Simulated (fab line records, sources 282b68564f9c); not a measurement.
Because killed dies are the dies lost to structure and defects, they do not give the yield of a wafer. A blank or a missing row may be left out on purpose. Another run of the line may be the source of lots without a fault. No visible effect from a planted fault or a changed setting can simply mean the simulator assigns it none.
Which tool is to blame?	flow rit cmos	15 lots, 45 wafers sampled, at 2 steps of a route of 202

## WHAT THE GAUGES SHOWED, per wafer
RIT_PLDD_OVL_MEAS_06. Usual: PLDD_OVL gives -0.6 nm (standard deviation 1.8).
lot	measured	on	PLDD_OVL (nm)	flag
L719	day 3 04:20	overlay-02	1.0 -2.9 0.3	
L721	day 3 06:58	overlay-02	1.8 -0.2 2.1	
L720	day 3 07:16	overlay-02	-0.6 2.0 1.7	
L722	day 3 16:44	overlay-01	0.3 -0.4 1.0	
L723	day 3 21:59	overlay-02	1.1 1.8 0.6	
L724	day 4 02:14	overlay-01	-3.3 -3.6 -2.9	
L726	day 4 10:53	overlay-02	-0.9 -1.1 -1.1	
L727	day 4 16:19	overlay-02	-3.5 -0.7 -1.4	
L728	day 4 21:08	overlay-01	-2.6 -1.7 -5.6	
L729	day 5 00:12	overlay-02	-1.7 -0.1 -1.9	
L730	day 5 07:18	overlay-01	-0.2 -1.8 -3.5	
L731	day 5 12:01	overlay-01	-0.8 -2.6 -2.9	
L733	day 5 20:16	overlay-02	236.7 239.0 238.9	OFF
L735	day 6 04:32	overlay-02	239.7 241.5 241.2	OFF
L739	day 7 01:23	overlay-02	237.8 238.4 238.1	OFF

## EACH LOT AND THE TOOL THAT RAN IT (in order: tool; ch and the chambers of the sampled wafers; start)
lot	RIT_PLDD_EXPOSE_03
L719	iline stepper-01 ch 0, day 3 03:57
L721	iline stepper-01 ch 0, day 3 06:35
L720	iline stepper-02 ch 0, day 3 06:52
L722	iline stepper-02 ch 0, day 3 16:08
L723	iline stepper-02 ch 0, day 3 21:35
L724	iline stepper-01 ch 0, day 4 01:50
L726	iline stepper-02 ch 0, day 4 10:29
L727	iline stepper-01 ch 0, day 4 15:55
L728	iline stepper-01 ch 0, day 4 20:44
L729	iline stepper-02 ch 0, day 4 23:48
L730	iline stepper-01 ch 0, day 5 06:49
L731	iline stepper-02 ch 0, day 5 11:38
L733	iline stepper-01 ch 0, day 5 19:52
L735	iline stepper-01 ch 0, day 6 04:08
L739	iline stepper-01 ch 0, day 7 00:59
- RIT_PLDD_EXPOSE_03: exposes mask M8, target cd 40900 nm.

## WHAT THE TOOLS THEMSELVES READ (means of the sampled wafers that have a number; where no wafer has one, the mark that the record gives instead)
The record holds no such reading with a usual standard deviation.

## THE ANSWER, worked out from the rows above alone
Rule: a lot counts as off when the mean over its wafers that have a number is more than 3 standard deviations away from the usual mean. Also off: a lot with no number at a reading for which 4 or more lots have one. Any other lot the step has rows for is counted as sound. First the gauges in route order, then the tools' own readings, where a lot's mean is used as printed above. At the first step where some lot is off, the reading lying furthest off is the one used; lots without a number count as furthest.
Off: L733, L735, L739, seen at RIT_PLDD_OVL_MEAS_06 (PLDD_OVL).
A tool fits if, at a process step before that reading, it ran every lot that is off, and no sound lot after the first of them. Gauges at RIT_PLDD_OVL_MEAS_06: tried the same way as those tools. Undecided on this evidence; 2 tools fit (iline stepper-01 at RIT_PLDD_EXPOSE_03, overlay-02 at RIT_PLDD_OVL_MEAS_06).

## WHAT WAS PUT IN BY THE SIMULATOR
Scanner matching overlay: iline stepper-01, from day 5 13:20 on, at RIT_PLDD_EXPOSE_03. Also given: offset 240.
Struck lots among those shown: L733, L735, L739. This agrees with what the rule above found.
